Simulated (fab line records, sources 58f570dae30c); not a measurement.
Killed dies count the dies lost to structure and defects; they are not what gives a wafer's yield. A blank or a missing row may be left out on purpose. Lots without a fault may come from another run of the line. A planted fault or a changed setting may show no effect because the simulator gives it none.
What tool caused it? :: flow berkeley cmos170 :: 6 lots with 18 wafers sampled at 2 steps, on a route of 331 steps

## WHAT THE GAUGES READ, wafer by wafer
UCB170_M3_RS_MEAS_02: uses a four-point probe to measure.
lot: L841
measured: day 8 11:05
on: film metro-02
M3_AL_RS (ohm/sq): 0.0330 0.0331 0.0333

lot: L843
measured: day 8 23:13
on: film metro-02
M3_AL_RS (ohm/sq): 0.0333 0.0329 0.0324

lot: L845
measured: day 9 19:04
on: film metro-04
M3_AL_RS (ohm/sq): 0.0329 0.0326 0.0330

lot: L849
measured: day 9 23:55
on: film metro-01
M3_AL_RS (ohm/sq): 0.0325 0.0426 0.0324

lot: L856
measured: day 10 21:52
on: film metro-04
M3_AL_RS (ohm/sq): 0.0319 0.0320 0.0318

lot: L858
measured: day 11 17:24
on: film metro-04
M3_AL_RS (ohm/sq): 0.0319 0.0313 0.0318

## TOOL THAT RAN EACH LOT (tool first, then ch and the chambers of the sampled wafers, then the start)
lot: L841
UCB170_M3_SPUTTER_01: pvd sputter-01, day 8 10:59

lot: L843
UCB170_M3_SPUTTER_01: pvd sputter-01, day 8 23:08

lot: L845
UCB170_M3_SPUTTER_01: pvd sputter-01, day 9 18:59

lot: L849
UCB170_M3_SPUTTER_01: pvd sputter-04, day 9 23:47

lot: L856
UCB170_M3_SPUTTER_01: pvd sputter-02, day 10 21:44

lot: L858
UCB170_M3_SPUTTER_01: pvd sputter-02, day 11 17:19
- UCB170_M3_SPUTTER_01: material Al, target thk 900 nm, time 120 s.

## THE ANSWER, worked out from the rows above alone
Rule: the usual values come from the lots themselves. The widest of any qualifying gaps counts: lots, ordered by their means at a reading, are off when they make up no more than a third of the lots, leave a main group of 4 or more, and stand apart from it by 3 or more times the standard deviation of that group's means. Not used: any main group whose means are identical at the precision the tables above print for the reading. A lot without any number at a reading at which 4 lots or more have one is off too. The other lots that the step has rows for count as sound.
Off: L849, at UCB170_M3_RS_MEAS_02 (M3_AL_RS). For the main group the mean is 0.0325 ohm/sq and the standard deviation 0.00058.
If a tool, at a process step before that reading, ran all the lots that are off and no sound lot after the first of them, it fits. The gauges at UCB170_M3_RS_MEAS_02 are tried like those tools. 2 tools fit, pvd sputter-04 at UCB170_M3_SPUTTER_01 and film metro-01 at UCB170_M3_RS_MEAS_02, so this cannot tell which one it is.

## WHAT THE SIMULATOR HAD INSERTED
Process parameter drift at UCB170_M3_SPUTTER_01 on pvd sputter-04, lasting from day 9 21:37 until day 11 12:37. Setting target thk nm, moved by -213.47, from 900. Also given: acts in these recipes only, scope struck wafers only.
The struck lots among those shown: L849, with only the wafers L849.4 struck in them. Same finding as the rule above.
